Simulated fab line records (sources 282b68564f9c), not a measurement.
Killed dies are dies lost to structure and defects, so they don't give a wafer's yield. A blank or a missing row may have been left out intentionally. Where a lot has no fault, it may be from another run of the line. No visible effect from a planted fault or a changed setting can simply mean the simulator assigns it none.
A lot that was struck, set against a sound lot / flow rit-cmos / 44 steps out of a route of 202
Sound: these wafers, L277.2, L277.3, L277.5. Wafers struck: L283.2, L283.4, L283.6. Last of all comes the cause.
Order at every step that has rows: each side's tool, ch and its chambers, its first start. Under that, the readings that differ: sound wafers / struck wafers / difference of the means / sigmas: that difference in standard deviations of wafers without a fault.
alike: same words and numbers on both sides, and readings whose means sit less than 2 such deviations apart. not compared: any withheld reading, any reading some wafer has no value for, any bound like >300 that may hide the same value, and any number with overlapping values for which the record gives no deviation.
The two part at a step that has a row with sigmas, a row that says differs or no value, or rows on one side only. When numbers do not overlap yet have no deviation, they are printed without sigmas and do not part them. Lack of a reading on every wafer of one side parts them only where that side has two or more wafers.

first, 2 steps without rows for these wafers: RIT_NLDD_HARDBAKE_07 (time 60 s); RIT_NLDD_IMPLANT_08.
RIT_NLDD_STRIP_09: strips in O2, time 180 s.
  sound on plasma-asher-04 ch 0,1, day 3 07:37; struck on plasma-asher-03 ch 0,1, day 4 14:22
  alike: drypump-motor-current-A
  not compared: rf-hours-counter-h
RIT_NLDD_TW_MEAS_10:
  sound: film-metro-03 at day 3 07:48; struck: film-metro-03 at day 4 14:32
  alike: NLDD_TW
then, 6 steps without rows for these wafers: RIT_PLDD_HMDS_00 (prime time 60 s); RIT_PLDD_COAT_01 (resist thk 1000 nm); RIT_PLDD_SOFTBAKE_02 (time 60 s); RIT_PLDD_EXPOSE_03 (exposes mask M8, target cd 40900 nm); RIT_PLDD_PEB_04; RIT_PLDD_DEVELOP_05 (develop time 50 s).
RIT_PLDD_OVL_MEAS_06:
  sound: overlay-02 at day 3 08:50; struck: overlay-02 at day 4 15:27
  alike: PLDD_OVL
then, 1 step without rows for these wafers: RIT_PLDD_HARDBAKE_07 (time 60 s).
RIT_PLDD_IMPLANT_08:
  sound on implanter-04 ch 0, day 3 09:02; struck on implanter-03 ch 0, day 4 15:39
reading=dose-ions-cm2; sound=9.008e+14 9.004e+14 8.998e+14; struck=8.309e+14 8.308e+14 8.322e+14; difference=-6.903e+13; sigmas=-63
reading=faraday-current-uA; sound=2805 2886 2872; struck=2604 2603 2565; difference=-264; sigmas=-5
  alike: tilt-deg
RIT_PLDD_STRIP_09: strips in O2, time 180 s.
  sound on plasma-asher-01 ch 0,1, day 3 09:10; struck on plasma-asher-04 ch 0,1, day 4 15:47
  alike: drypump-motor-current-A
  not compared: rf-hours-counter-h
RIT_PLDD_TW_MEAS_10:
  sound: film-metro-03 at day 3 09:21; struck: film-metro-01 at day 4 15:58
reading=PLDD_TW; sound=2363 2361 2353; struck=2306 2307 2306; difference=-53; sigmas=-4
then, 4 steps without rows for these wafers: RIT_SPACER_CLEAN_00 (cleans in SC1, time 600 s); RIT_SPACER_CLEAN_01 (cleans in dHF, time 30 s); RIT_SPACER_CLEAN_02 (cleans in SC2, time 600 s); RIT_SPACER_CVD_03 (deposits Si3N4 from SiH2Cl2/NH3, target thk 250 nm, time 3300 s).
RIT_SPACER_THK_MEAS_04:
  sound: film-metro-03 at day 3 11:43; struck: film-metro-02 at day 4 18:19
  alike: SPACER_NITRIDE_THK
RIT_SPACER_ETCHBACK_05: etches Si3N4 in SF6/CHF3, stops on SiO2, target depth 250 nm, time 240 s.
  sound on rie-diel-02 ch 0,1, day 3 11:46; struck on rie-diel-04 ch 0,2, day 4 18:22
  alike: drypump-motor-current-A, oes-product-au, throttle-valve-pct
  not compared: rf-hours-counter-h
then, 6 steps without rows for these wafers: RIT_NSD_HMDS_00 (prime time 60 s); RIT_NSD_COAT_01 (resist thk 1000 nm); RIT_NSD_SOFTBAKE_02 (time 60 s); RIT_NSD_EXPOSE_03 (exposes mask M9, target cd 40700 nm); RIT_NSD_PEB_04; RIT_NSD_DEVELOP_05 (develop time 50 s).
RIT_NSD_OVL_MEAS_06:
  sound: overlay-01 at day 3 12:53; struck: overlay-01 at day 4 19:31
  alike: NSD_OVL
then, 2 steps without rows for these wafers: RIT_NSD_HARDBAKE_07 (time 60 s); RIT_NSD_IMPLANT_08.
RIT_NSD_STRIP_09: strips in O2, time 180 s.
  sound on plasma-asher-02 ch 1, day 3 13:13; struck on plasma-asher-01 ch 0,1, day 4 19:50
  alike: drypump-motor-current-A
  not compared: rf-hours-counter-h
RIT_NSD_TW_MEAS_10:
  sound: film-metro-01 at day 3 13:24; struck: film-metro-02 at day 4 20:02
  alike: NSD_TW
then, 6 steps without rows for these wafers: RIT_PSD_HMDS_00 (prime time 60 s); RIT_PSD_COAT_01 (resist thk 1000 nm); RIT_PSD_SOFTBAKE_02 (time 60 s); RIT_PSD_EXPOSE_03 (exposes mask M10, target cd 40900 nm); RIT_PSD_PEB_04; RIT_PSD_DEVELOP_05 (develop time 50 s).
RIT_PSD_OVL_MEAS_06:
  sound: overlay-02 at day 3 14:26; struck: overlay-01 at day 4 21:04
  alike: PSD_OVL
then, 2 steps without rows for these wafers: RIT_PSD_HARDBAKE_07 (time 60 s); RIT_PSD_IMPLANT_08.
RIT_PSD_STRIP_09: strips in O2, time 180 s.
  sound on plasma-asher-03 ch 0,1, day 3 14:46; struck on plasma-asher-04 ch 0,1, day 4 21:23
  alike: drypump-motor-current-A
  not compared: rf-hours-counter-h
RIT_SDANNEAL_RS_MEAS_06: a four-point-probe measurement.
  sound: film-metro-03 at day 3 15:43; struck: film-metro-03 at day 4 22:19
reading=PLDD_RS (ohm/sq); sound=180.0 180.1 180.3; struck=187.2 187.6 187.1; difference=+7.2; sigmas=+14
RIT_M1_PROBE_99:
  sound: prober-02 at day 3 23:01; struck: prober-02 at day 5 07:05
reading=killed_at_M0_to_M3; sound=0 0 0; struck=1 0 0; difference=+0; sigmas=+2
  alike: killed-at-contacts, killed-at-front-end, killed-dies, killed-open, killed-short

WHERE THEY PART
Last at RIT_M1_PROBE_99 as far as this record goes, first at RIT_PLDD_IMPLANT_08.

WHY: the cause the simulator had injected
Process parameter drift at RIT_PLDD_IMPLANT_08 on implanter-03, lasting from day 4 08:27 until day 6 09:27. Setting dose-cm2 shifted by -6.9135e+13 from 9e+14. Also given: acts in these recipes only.
